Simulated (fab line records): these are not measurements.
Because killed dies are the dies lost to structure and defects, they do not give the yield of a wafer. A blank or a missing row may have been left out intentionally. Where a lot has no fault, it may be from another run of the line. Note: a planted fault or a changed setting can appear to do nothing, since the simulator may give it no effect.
One fault seen from 2 desks	flow berkeley cmos170	every desk sees just its own numbers, and what lay behind them comes last

## METROLOGY DESK
Lot by lot, what the gauges showed, no matter which tool ran the lot: averages of those sampled wafers that carry a number. Any lot whose mean is over 4 standard deviations away from the usual mean is out of limits and marked OUT; that distance is given in the brackets.
Columns: A = cd nm at UCB170_PSD_CD_MEAS_06, usual 1200.1 nm; B = cd nm at UCB170_CONTACT_CD_MEAS_90, usual 700.2 nm; C = M1_AL_RS at UCB170_M1_RS_MEAS_01, usual 0.0485 ohm/sq; D = V2_BOW at UCB170_V2_BOW_MEAS_03, usual 36 um
lot	first seen here	A	B	C	D
L408	day 8 02:01	1202.0	699.7	0.0496	31
L409	day 8 08:15	1198.8	699.3	0.0478	39
L410	day 8 08:23	1201.8	701.2	0.0483	43
L412	day 8 18:01	1198.6	700.7	0.0485	33
L413	day 8 18:11	1202.5	697.1	0.0488	37
L416	day 9 21:03	1199.7	700.3	0.0494	38
L415	day 9 21:16	1200.3	705.8	0.0478	31
L421	day 10 10:38	1200.9	700.5	0.0485	36
L419	day 10 11:28	1200.1	702.7	0.0484	39
L420	day 10 11:36	1200.1	703.5	0.0482	34
L417	day 10 11:46	1199.3	701.1	0.0483	35
L425	day 11 17:26	1200.0	699.6	0.0479	41
L428	day 11 17:35	1199.8	697.0	0.0490	36
L430	day 12 08:09	1199.5	701.3	0.0487	30
L431	day 12 17:22	1200.7	701.9	0.0485	29
Finding of this desk: none of the 15 lots has anything out of limits.

## THE TOOL OWNER'S DESK: rie diel-01
The tool's own readings at UCB170_CONTACT_ETCH_18 (etches PSG in CHF3/CF4/Ar, stops on TiSi2, target depth 840 nm, time 195 s): means of the sampled wafers that have a number, for each lot that ran on this tool. Any lot whose mean is over 4 standard deviations away from the usual mean is out of limits and marked OUT; that distance is given in the brackets.
Columns: A = cf4 flow sccm at UCB170_CONTACT_ETCH_18, usual 14.99 sccm; B = drypump motor current A at UCB170_CONTACT_ETCH_18, usual 5.5 A; C = oes product au at UCB170_CONTACT_ETCH_18, usual 0.897 a.u.; D = rf fwd power W at UCB170_CONTACT_ETCH_18, usual 697.7 W; E = throttle valve pct at UCB170_CONTACT_ETCH_18, usual 6.95 %
lot	first seen here	A	B	C	D	E
L409	day 8 18:00	15.01	5.7	0.912	697.9	6.96
L410	day 8 19:00	15.04	5.3	0.891	697.2	6.95
L413	day 9 04:00	15.03	5.4	0.902	697.3	6.95
L415	day 10 11:00	14.97	5.6	0.903	1024.9 (+99 or more) OUT	6.95
L421	day 10 19:00	14.96	5.3	0.890	860.3 (+74) OUT	6.95
L419	day 10 21:00	14.96	5.6	0.908	1025.9 (+99 or more) OUT	6.95
L431	day 13 03:00	14.98	5.4	0.891	696.5	6.96
This desk's finding: out of limits on L415, L419, L421; first on L415, day 10 11:00 (rf fwd power W at UCB170_CONTACT_ETCH_18). L409, L410, L413, L431 stayed within limits.

## ALL TOGETHER
At day 10 11:00, on L415, L419, L421, the tool owner's desk was in a position to raise an alarm.
At the metrology desk, nothing out of limits was observed.
The metrology desk holds a record of L415, L419, L421, inside its limits.
The lots listed all ran UCB170_CONTACT_ETCH_18 on rie diel-01.

## WHAT THE SIMULATOR HAD PUT IN
rie diel-01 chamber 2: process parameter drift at UCB170_CONTACT_ETCH_18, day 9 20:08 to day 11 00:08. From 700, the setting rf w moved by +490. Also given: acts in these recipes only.
Struck lots among those shown: L415, L419, L421.
How many hours passed from the start of the fault until each desk's first out-of-limits reading: the tool owner's desk, 15.
